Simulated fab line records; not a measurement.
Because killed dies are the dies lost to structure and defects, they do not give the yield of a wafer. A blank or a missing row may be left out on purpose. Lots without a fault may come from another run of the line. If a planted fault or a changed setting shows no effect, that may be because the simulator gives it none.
Lot-split experiment || flow rit cmos || 5 lots, 23 wafers read, on a route of 202 steps

THE SPLIT ITSELF
At RIT_SILICIDE_SPUTTER_01 (material Ti, target thk 30 nm, time 240 s), the setting time s was moved away from the recipe's 240 s on 9 of the 23 wafers read, by -14.2% to +14.2%. The other wafers ran this setting at the recipe's value.

BETWEEN THE SPLIT AND THE READING: the file shows 1 step in between
- RIT_SILICIDE_RS_MEAS_02: measures by four-point-probe

THE READING
SILICIDE_TI_THK, in nm, at RIT_SILICIDE_THK_MEAS_03 (measures by xrf). Typical for fault-free wafers on this fab line: 30.2 nm, with standard deviation 0.42 nm.

{"wafer": "L075.1", "tool, chamber at the split": "pvd sputter-04, -", "time s as run, s": 240, "against the recipe": "recipe", "SILICIDE_TI_THK, nm": 30.9, "against lot-mates on the recipe": "-"}
{"wafer": "L075.2", "tool, chamber at the split": "pvd sputter-04, -", "time s as run, s": 214.9, "against the recipe": "-10.5%", "SILICIDE_TI_THK, nm": 27.5, "against lot-mates on the recipe": -3.1}
{"wafer": "L075.3", "tool, chamber at the split": "pvd sputter-04, -", "time s as run, s": 240, "against the recipe": "recipe", "SILICIDE_TI_THK, nm": 30.5, "against lot-mates on the recipe": "-"}
{"wafer": "L075.4", "tool, chamber at the split": "pvd sputter-04, -", "time s as run, s": 240, "against the recipe": "recipe", "SILICIDE_TI_THK, nm": 30.5, "against lot-mates on the recipe": "-"}
{"wafer": "L075.6", "tool, chamber at the split": "pvd sputter-04, -", "time s as run, s": 214.9, "against the recipe": "-10.5%", "SILICIDE_TI_THK, nm": 27.4, "against lot-mates on the recipe": -3.2}
{"wafer": "L076.1", "tool, chamber at the split": "pvd sputter-03, -", "time s as run, s": 240, "against the recipe": "recipe", "SILICIDE_TI_THK, nm": 30.4, "against lot-mates on the recipe": "-"}
{"wafer": "L076.2", "tool, chamber at the split": "pvd sputter-03, -", "time s as run, s": 240, "against the recipe": "recipe", "SILICIDE_TI_THK, nm": 30.5, "against lot-mates on the recipe": "-"}
{"wafer": "L076.4", "tool, chamber at the split": "pvd sputter-03, -", "time s as run, s": 211.3, "against the recipe": "-12.0%", "SILICIDE_TI_THK, nm": 27.5, "against lot-mates on the recipe": -2.9}
{"wafer": "L076.5", "tool, chamber at the split": "pvd sputter-03, -", "time s as run, s": 240, "against the recipe": "recipe", "SILICIDE_TI_THK, nm": 30.4, "against lot-mates on the recipe": "-"}
{"wafer": "L076.6", "tool, chamber at the split": "pvd sputter-03, -", "time s as run, s": 211.3, "against the recipe": "-12.0%", "SILICIDE_TI_THK, nm": 27.2, "against lot-mates on the recipe": -3.2}
{"wafer": "L081.1", "tool, chamber at the split": "pvd sputter-01, -", "time s as run, s": 205.8, "against the recipe": "-14.2%", "SILICIDE_TI_THK, nm": 25.6, "against lot-mates on the recipe": -4.5}
{"wafer": "L081.2", "tool, chamber at the split": "pvd sputter-01, -", "time s as run, s": 240, "against the recipe": "recipe", "SILICIDE_TI_THK, nm": 30.0, "against lot-mates on the recipe": "-"}
{"wafer": "L081.3", "tool, chamber at the split": "pvd sputter-01, -", "time s as run, s": 205.8, "against the recipe": "-14.2%", "SILICIDE_TI_THK, nm": 26.2, "against lot-mates on the recipe": -3.9}
{"wafer": "L081.4", "tool, chamber at the split": "pvd sputter-01, -", "time s as run, s": 205.8, "against the recipe": "-14.2%", "SILICIDE_TI_THK, nm": 25.8, "against lot-mates on the recipe": -4.3}
{"wafer": "L081.6", "tool, chamber at the split": "pvd sputter-01, -", "time s as run, s": 240, "against the recipe": "recipe", "SILICIDE_TI_THK, nm": 30.2, "against lot-mates on the recipe": "-"}
{"wafer": "L083.1", "tool, chamber at the split": "pvd sputter-04, -", "time s as run, s": 240, "against the recipe": "recipe", "SILICIDE_TI_THK, nm": 31.0, "against lot-mates on the recipe": "-"}
{"wafer": "L083.3", "tool, chamber at the split": "pvd sputter-04, -", "time s as run, s": 274.1, "against the recipe": "+14.2%", "SILICIDE_TI_THK, nm": 34.9, "against lot-mates on the recipe": "+4.0"}
{"wafer": "L083.4", "tool, chamber at the split": "pvd sputter-04, -", "time s as run, s": 274.1, "against the recipe": "+14.2%", "SILICIDE_TI_THK, nm": 34.6, "against lot-mates on the recipe": "+3.7"}
{"wafer": "L083.5", "tool, chamber at the split": "pvd sputter-04, -", "time s as run, s": 240, "against the recipe": "recipe", "SILICIDE_TI_THK, nm": 30.9, "against lot-mates on the recipe": "-"}
{"wafer": "L083.6", "tool, chamber at the split": "pvd sputter-04, -", "time s as run, s": 240, "against the recipe": "recipe", "SILICIDE_TI_THK, nm": 30.8, "against lot-mates on the recipe": "-"}
{"wafer": "L085.1", "tool, chamber at the split": "pvd sputter-04, -", "time s as run, s": 240, "against the recipe": "recipe", "SILICIDE_TI_THK, nm": 29.6, "against lot-mates on the recipe": "-"}
{"wafer": "L085.2", "tool, chamber at the split": "pvd sputter-04, -", "time s as run, s": 240, "against the recipe": "recipe", "SILICIDE_TI_THK, nm": 29.8, "against lot-mates on the recipe": "-"}
{"wafer": "L085.5", "tool, chamber at the split": "pvd sputter-04, -", "time s as run, s": 240, "against the recipe": "recipe", "SILICIDE_TI_THK, nm": 30.0, "against lot-mates on the recipe": "-"}

THE FIT
A straight line over all 23 wafers: SILICIDE_TI_THK changes by +0.299 nm for each +1% of time s; r = +0.99; the points scatter about the line by 0.41 nm.
The same after taking each lot's own level away (the mean of its wafers on the recipe; 23 wafers): +0.282 nm for each +1%; r = +1.00; scatter 0.21 nm.
That fit puts the effect of the largest move of time s on the reading at 4 nm.
Measured against the standard deviation above, the lots' own levels, which go from 29.80 to 30.90 nm, span 2.6 times it.
The two slopes agree, so the slope changes little with the lot-to-lot level.
Check: with one of the wafers moved furthest among these (-14.2%) left out of the fit, the line predicts -3.99 nm for it against its lot-mates. Against them it came out at -4.5 nm.

OTHER SPLITS ON THESE WAFERS
Before the reading, these wafers also passed through other splits. Each is held against what the fit with the lots' levels taken away leaves over:
{"other split on the same wafers": "RIT_GATE_EXPOSE_13 dose mj", "wafers away from the commonest value": 7, "r with SILICIDE_TI_THK (lot level and that fit taken away)": -0.40}
{"other split on the same wafers": "RIT_NLDD_IMPLANT_08 dose cm2", "wafers away from the commonest value": 11, "r with SILICIDE_TI_THK (lot level and that fit taken away)": -0.26}
{"other split on the same wafers": "RIT_SPACER_CVD_03 time s", "wafers away from the commonest value": 18, "r with SILICIDE_TI_THK (lot level and that fit taken away)": "+0.27"}
{"other split on the same wafers": "RIT_PSD_IMPLANT_08 energy kev", "wafers away from the commonest value": 10, "r with SILICIDE_TI_THK (lot level and that fit taken away)": -0.21}
{"other split on the same wafers": "RIT_SDANNEAL_CLEAN_00 time s", "wafers away from the commonest value": 10, "r with SILICIDE_TI_THK (lot level and that fit taken away)": -0.10}

THE WHOLE CHAIN: every reading that the file lists as answering this split, in the file's order
{"step": "RIT_SILICIDE_SPUTTER_01", "what it does": "material Ti, target thk 30 nm, time 240 s", "reading": "Ti_of_SILICIDE_SPUTTER_01.thk nm (the simulator's own value, which no gauge read)", "change (the file's fit)": "+0.284 nm for each +1% of the setting", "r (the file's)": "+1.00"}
{"step": "RIT_SILICIDE_RS_MEAS_02", "what it does": "measures by four-point-probe", "reading": "SILICIDE_TI_RS", "change (the file's fit)": "-0.59 for each +1% of the setting", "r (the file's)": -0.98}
{"step": "RIT_SILICIDE_THK_MEAS_03", "what it does": "measures by xrf", "reading": "SILICIDE_TI_THK", "change (the file's fit)": "+0.281 for each +1% of the setting", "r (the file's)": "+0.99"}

FILE'S OWN FIT
SILICIDE_TI_THK changes by +0.281 nm for each +1% of time s, r = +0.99.
